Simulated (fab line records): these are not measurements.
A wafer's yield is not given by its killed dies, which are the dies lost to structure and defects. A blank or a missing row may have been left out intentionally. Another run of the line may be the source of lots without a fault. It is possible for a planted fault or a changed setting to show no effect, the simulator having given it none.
Comparing a struck lot with a sound one + flow rit cmos + 28 out of 202 route steps
Sound: these wafers, L394.1, L394.3, L394.5. Wafers struck: L400.2, L400.5, L400.6. The cause is given at the end.
Order at every step that has rows: each side's tool, ch and its chambers, its first start. Under that, the readings that differ: sound wafers + struck wafers + difference of the means + sigmas: that difference in standard deviations of wafers without a fault.
alike: a reading whose means differ by less than 2 such deviations, as well as words and numbers matching on both sides. not compared: withheld readings; readings where some wafer has no value; bounds like >300 that might hide an equal value; numbers whose values overlap and for which the record gives no deviation.
The two part at a step that has a row with sigmas, a row that says differs or no value, or rows on one side only. Numbers that have no deviation but don't overlap get no sigmas and don't part them. Lack of a reading on every wafer of one side parts them only where that side has two or more wafers.

RIT_ACTIVE_BOW_MEAS_00:
  struck on film metro-02, day 3 07:01; sound on film metro-01, day 2 01:00
  alike: INCOMING_BOW
RIT_ACTIVE_OXIDATION_01: target thk 46.8 nm, ox time 3360 s.
  sound on furnace-04 ch 0, day 2 01:28; struck on furnace-04 ch 0, day 3 07:07
| reading                                       | sound           | struck            | difference | sigmas |
|-----------------------------------------------|-----------------|-------------------|------------|--------|
| model.SiO2_of_ACTIVE_OXIDATION_01.thk nm (nm) | 48.24 47.7 47.8 | 50.36 49.77 49.42 | +1.94      |        |
  alike: spike tc centre C, zone power source pct
RIT_ACTIVE_THK_MEAS_02:
  struck on film metro-03, day 3 09:04; sound on film metro-02, day 2 03:23
| reading               | sound          | struck         | difference | sigmas |
|-----------------------|----------------|----------------|------------|--------|
| ACTIVE_OXIDE_THK (nm) | 48.2 47.8 47.8 | 50.4 49.8 49.4 | +1.9       | +3     |
then, 1 step without rows for these wafers: RIT_ACTIVE_CVD_03 (deposits Si3N4 from SiH2Cl2/NH3, target thk 150 nm, time 1527 s).
RIT_ACTIVE_THK_MEAS_04:
  struck on film metro-02, day 3 12:29; sound on film metro-03, day 2 05:35
  alike: ACTIVE_NITRIDE_THK
then, 6 steps without rows for these wafers: RIT_ACTIVE_HMDS_05 (prime time 60 s); RIT_ACTIVE_COAT_06 (resist thk 1000 nm); RIT_ACTIVE_SOFTBAKE_07 (time 60 s); RIT_ACTIVE_EXPOSE_08 (exposes mask M1, target cd 1400 nm); RIT_ACTIVE_PEB_09; RIT_ACTIVE_DEVELOP_10 (develop time 50 s).
RIT_ACTIVE_CD_MEAS_11 targets a cd of 1400 nm.
  struck on cd sem-02, day 3 13:31; sound on cd sem-02, day 2 06:37
  alike: cd nm
then, 1 step without rows for these wafers: RIT_ACTIVE_HARDBAKE_12 (time 60 s).
RIT_ACTIVE_ETCH_13: etches Si3N4 in SF6, stops on SiO2, time 210 s, target depth 210 nm.
  sound on rie diel-01 ch 0,2,3, day 2 06:53; struck on rie diel-03 ch 2,3, day 3 13:46
| reading                        | sound                | struck               | difference | sigmas |
|--------------------------------|----------------------|----------------------|------------|--------|
| chamber pressure mTorr (mTorr) | 259.71 259.76 259.82 | 259.83 260.36 260.52 | +0.47      | +2     |
  alike: SF6_flow_sccm, drypump motor current A, oes product au, throttle valve pct
  not compared: rf hours counter h
RIT_ACTIVE_STRIP_14: strips in O2, time 180 s.
  sound on plasma asher-04 ch 1, day 2 07:01; struck on plasma asher-03 ch 0,1, day 3 13:55
  alike: chamber pressure mTorr, drypump motor current A
  not compared: rf hours counter h
RIT_ACTIVE_CD_MEAS_90 targets a cd of 1400 nm.
  struck on cd sem-02, day 3 14:06; sound on cd sem-01, day 2 07:11
  alike: cd nm
then, 4 steps without rows for these wafers: RIT_ACTIVE_CLEAN_15 (cleans in SC1, time 600 s); RIT_ACTIVE_CLEAN_16 (cleans in dHF, time 30 s); RIT_ACTIVE_CLEAN_17 (cleans in SC2, time 600 s); RIT_FOX1_OXIDATION_00 (target thk 350.7 nm, ox time 1130 s).
RIT_FOX1_THK_MEAS_01:
  struck on film metro-01, day 3 15:53; sound on film metro-04, day 2 10:11
  alike: FOX1_OXIDE_THK
then, 2 steps without rows for these wafers: RIT_FOX1_WET_ETCH_02 (etches SiO2 in BOE, target depth 350 nm, time 390 s); RIT_FOX2_OXIDATION_00 (target thk 350.7 nm, ox time 1158 s).
RIT_FOX2_THK_MEAS_01:
  struck on film metro-01, day 3 17:23; sound on film metro-04, day 2 11:41
  alike: FOX2_OXIDE_THK
then, 1 step without rows for these wafers: RIT_FOX2_CLEAN_02 (cleans in dHF, time 180 s).
RIT_FOX2_WET_ETCH_03: etches Si3N4 in H3PO4, target depth 195 nm, time 2700 s.
  sound on wet bench-01 ch 2, day 2 11:47; struck on wet bench-03 ch 1, day 3 17:30
| reading                                       | sound            | struck            | difference | sigmas |
|-----------------------------------------------|------------------|-------------------|------------|--------|
| bath heat duty pct (%)                        | 35 35 35         | 28 29 27          | -7         | -2     |
| model.SiO2_of_ACTIVE_OXIDATION_01.thk nm (nm) | 42.55 42.28 42.4 | 44.87 44.37 44.03 | +2.01      |        |
RIT_FOX2_THK_MEAS_90:
  struck on film metro-03, day 3 18:16; sound on film metro-01, day 2 12:33
  alike: FIELD_OXIDE_LEFT_1_THK
RIT_M1_PROBE_99:
  struck on prober-01, day 5 11:11; sound on prober-01, day 4 08:12
| reading                        | sound          | struck         | difference | sigmas |
|--------------------------------|----------------|----------------|------------|--------|
| killed_at_M0_to_M3             | 0 2 0          | 0 0 0          | -1         | -3     |
| model.etest.pldd.width nm (nm) | 3131 3140 3134 | 3096 3109 3116 | -28        |        |
  alike: killed at contacts, killed at front end, killed dies, killed open, killed short
  not compared: model.etest.nldd.width nm

## WHERE THEY PART
At RIT_ACTIVE_THK_MEAS_02 first; at RIT_M1_PROBE_99 last (within this record only).

WHY: whatever the simulator had introduced
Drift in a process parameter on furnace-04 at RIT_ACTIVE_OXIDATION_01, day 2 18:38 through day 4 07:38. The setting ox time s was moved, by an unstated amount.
